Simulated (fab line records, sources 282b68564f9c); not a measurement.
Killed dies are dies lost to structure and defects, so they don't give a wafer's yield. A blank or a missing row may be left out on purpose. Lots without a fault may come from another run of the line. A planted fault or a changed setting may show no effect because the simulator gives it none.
A struck lot beside a sound one | flow rit_cmos | 27 steps out of a route of 202
Sound: wafers L972.4, L972.5, L972.6. Struck: wafers L974.1, L974.3, L974.5. The cause comes at the end.
At each step with rows: each side's tool, then ch and its chambers, then its first start. Under that, the readings that differ: sound wafers | struck wafers | difference of the means | sigmas: that difference in standard deviations of wafers without a fault.
alike: readings whose means differ by less than 2 such deviations, and words and numbers that are the same on both sides. not compared: withheld readings, readings that some wafer has no value for, bounds like >300 that may hide the same value, and numbers for which the record gives no deviation and whose values overlap.
The two part at a step that has a row with sigmas, a row that says differs or no value, or rows on one side only. Numbers that don't overlap but have no deviation are shown without sigmas and don't part them. A reading that every wafer of one side lacks parts them only if that side has two wafers or more.

first, 4 steps without rows for these wafers: RIT_CONTACT_SOFTBAKE_04 (time 60 s); RIT_CONTACT_EXPOSE_05 (exposes mask M11, target cd 1000 nm); RIT_CONTACT_PEB_06; RIT_CONTACT_DEVELOP_07 (develop time 120 s).
RIT_CONTACT_CD_MEAS_08: target cd 1000 nm.
  sound on cd_sem-01, day 3 08:29; struck on cd_sem-01, day 3 22:35
  alike: cd_nm
RIT_CONTACT_OVL_MEAS_09:
  sound on overlay-01, day 3 08:34; struck on overlay-01, day 3 22:43
  alike: CONTACT_OVL
then, 1 step without rows for these wafers: RIT_CONTACT_HARDBAKE_10 (time 60 s).
RIT_CONTACT_ETCH_11: etches SiO2 in CHF3/CF4/Ar, stops on TiSi2, target depth 480 nm, time 320 s.
  sound on rie_diel-02 ch 0,2,3, day 3 08:50; struck on rie_diel-02 ch 1,2, day 3 22:54
  alike: cf4_flow_sccm, drypump_motor_current_A, oes_product_au, throttle_valve_pct
  not compared: rf_hours_counter_h
RIT_CONTACT_STRIP_12: strips in O2, time 180 s.
  sound on plasma_asher-02 ch 0,1, day 3 08:59; struck on plasma_asher-02 ch 0,1, day 3 23:05
  alike: drypump_motor_current_A
  not compared: rf_hours_counter_h
RIT_CONTACT_CD_MEAS_90: target cd 1000 nm.
  sound on cd_sem-02, day 3 09:10; struck on cd_sem-01, day 3 23:16
  alike: cd_nm
then, 2 steps without rows for these wafers: RIT_CONTACT_CLEAN_13 (cleans in SC1, time 600 s); RIT_CONTACT_CLEAN_14 (cleans in SC2, time 600 s).
RIT_M1_SPUTTER_00: material Al, target thk 400 nm, time 500 s.
  sound on pvd_sputter-01, day 3 09:34; struck on pvd_sputter-01, day 4 00:12
  alike: throttle_valve_pct
RIT_M1_RS_MEAS_01: measures by four-point-probe.
  sound on film_metro-03, day 3 09:56; struck on film_metro-03, day 4 00:29
  reading           | sound                | struck               | difference | sigmas
  M1_AL_RS (ohm/sq) | 0.0738 0.0740 0.0738 | 0.0367 0.0364 0.0365 | -0.0373    | -67
RIT_M1_THK_MEAS_02: measures by xrf.
  sound on film_metro-03, day 3 10:01; struck on film_metro-03, day 4 00:37
  reading        | sound       | struck      | difference | sigmas
  M1_AL_THK (nm) | 405 403 406 | 807 813 811 | +406       | +99
then, 6 steps without rows for these wafers: RIT_M1_HMDS_03 (prime time 60 s); RIT_M1_COAT_04 (resist thk 1300 nm); RIT_M1_SOFTBAKE_05 (time 60 s); RIT_M1_EXPOSE_06 (exposes mask M12, target cd 2600 nm); RIT_M1_PEB_07; RIT_M1_DEVELOP_08 (develop time 68 s).
RIT_M1_CD_MEAS_09: target cd 2600 nm.
  sound on cd_sem-01, day 3 11:15; struck on cd_sem-01, day 4 01:33
  reading    | sound                | struck               | difference | sigmas
  cd_nm (nm) | 2599.4 2599.4 2598.3 | 2604.0 2603.4 2601.3 | +3.9       | +2
RIT_M1_OVL_MEAS_10:
  sound on overlay-01, day 3 11:20; struck on overlay-01, day 4 01:40
  alike: M1_OVL
then, 1 step without rows for these wafers: RIT_M1_HARDBAKE_11 (time 120 s).
RIT_M1_METAL_ETCH_12: etches Al in Cl2/BCl3, stops on SiO2, time 165 s, target depth 600 nm.
  sound on rie_metal-03 ch 0,1, day 3 11:39; struck on rie_metal-01 ch 0,1, day 4 01:58
  reading                        | sound             | struck            | difference | sigmas
  oes_product_au (a.u.)          | 0.775 0.779 0.774 | 0.993 1.022 1.001 | +0.229     | +14
  model.etch.depth_nm (nm)       | 398.5 396.7 398.6 | 594.5 607.4 595.8 | +201.3     |
  model.M1.feature_depth_nm (nm) | 430.9 429.6 430.9 | 594.5 607.4 595.8 | +168.8     |
  alike: drypump_motor_current_A, throttle_valve_pct
  not compared: rf_hours_counter_h
then, 1 step without rows for these wafers: RIT_M1_STRIP_13 (strips in nmp, time 600 s).
RIT_M1_PROBE_99:
  sound on prober-02, day 3 14:01; struck on prober-02, day 4 04:13
  reading                  | sound          | struck          | difference | sigmas
  defect_limited_yield (%) | 95.8 97.3 99.2 | 0 0 0           | -97        | -89
  killed_at_M0_to_M3       | 0 0 0          | 262 255 261     | +259       | +99 or more
  killed_dies              | 11 7 2         | 264 264 264     | +257       | +86
  killed_on_rim            | 2 2 0          | 70 70 70        | +69        | +57
  sort_bin_5_function (%)  | 3.0 1.1 0.8    | 99.6 98.1 100.0 | +97.6      | +99 or more
  sort_n_pass              | 253 257 262    | 0 0 0           | -257       | -86
  sort_yield_pct (%)       | 95.8 97.3 99.2 | 0 0 0           | -97        | -89
  alike: killed_at_contacts, killed_at_front_end, killed_open, killed_short, sort_bin_3_pad_short, sort_bin_6_memory

WHERE THEY PART
First at RIT_M1_RS_MEAS_01; last, within this record, at RIT_M1_PROBE_99.

WHY: what the simulator had put in
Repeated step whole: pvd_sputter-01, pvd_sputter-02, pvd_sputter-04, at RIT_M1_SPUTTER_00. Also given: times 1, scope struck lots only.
